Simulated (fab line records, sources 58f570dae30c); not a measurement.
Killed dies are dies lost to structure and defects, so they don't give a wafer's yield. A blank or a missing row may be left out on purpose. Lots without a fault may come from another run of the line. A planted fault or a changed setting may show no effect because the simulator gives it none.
One fault seen from 2 desks | flow berkeley_cmos170 | each desk has only its own numbers; what lay behind them comes last

THE TOOL OWNER'S DESK: implanter-02
The tool's own readings at UCB170_PLDD_IMPLANT_08: means of the sampled wafers that have a number, for each lot that ran on this tool. A lot is out of limits, marked OUT, if its mean lies more than 4 standard deviations from the usual mean; the brackets give that distance.
Columns: A = faraday_current_uA at UCB170_PLDD_IMPLANT_08, usual 158.2; B = tilt_deg at UCB170_PLDD_IMPLANT_08, usual 7.001 degrees
lot  | first seen here | A     | B
L960 | day 8 03:58     | 157.1 | 7.003
L958 | day 8 04:51     | 160.1 | 7.023
L961 | day 8 16:44     | 157.5 | 6.996
L969 | day 10 01:52    | 158.2 | 7.434 (+21) OUT
L967 | day 10 03:06    | 159.3 | 7.456 (+22) OUT
This desk's finding: out of limits on L967, L969; first on L969, day 10 01:52 (tilt_deg at UCB170_PLDD_IMPLANT_08). In limits: L960, L958, L961.

THE METROLOGY DESK
What the gauges read, lot by lot, whatever tool the lot ran on: means of the sampled wafers that have a number. A lot is out of limits, marked OUT, if its mean lies more than 4 standard deviations from the usual mean; the brackets give that distance.
Columns: A = PLDD_OVL at UCB170_PLDD_OVL_MEAS_07, usual -4 nm
lot  | first seen here | A
L955 | day 7 18:35     | 1
L960 | day 8 03:55     | -3
L957 | day 8 04:14     | 1
L956 | day 8 04:40     | -12
L958 | day 8 04:48     | -4
L961 | day 8 16:40     | -4
L964 | day 9 11:43     | -3
L969 | day 10 01:49    | -5
L966 | day 10 02:47    | -8
L967 | day 10 03:02    | -9
L970 | day 10 15:13    | 1
L973 | day 11 07:43    | -2
L977 | day 12 01:11    | -5
L978 | day 12 04:28    | -4
This desk's finding: nothing out of limits on any of the 14 lots.

PUT TOGETHER
The tool owner's desk could have raised an alarm at day 10 01:52, on L967, L969.
The metrology desk saw nothing out of limits.
The metrology desk has L967, L969 on record, within its limits.
Of the lots named, all ran UCB170_PLDD_IMPLANT_08 on implanter-02.

WHAT THE SIMULATOR HAD PUT IN
Process parameter drift: implanter-02, from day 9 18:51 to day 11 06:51, at UCB170_PLDD_IMPLANT_08. Setting tilt_deg, moved by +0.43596, from 7. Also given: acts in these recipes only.
Lots struck among those shown: L967, L969.
Hours from the fault's start to each desk's first reading out of limits: the tool owner's desk, 7.
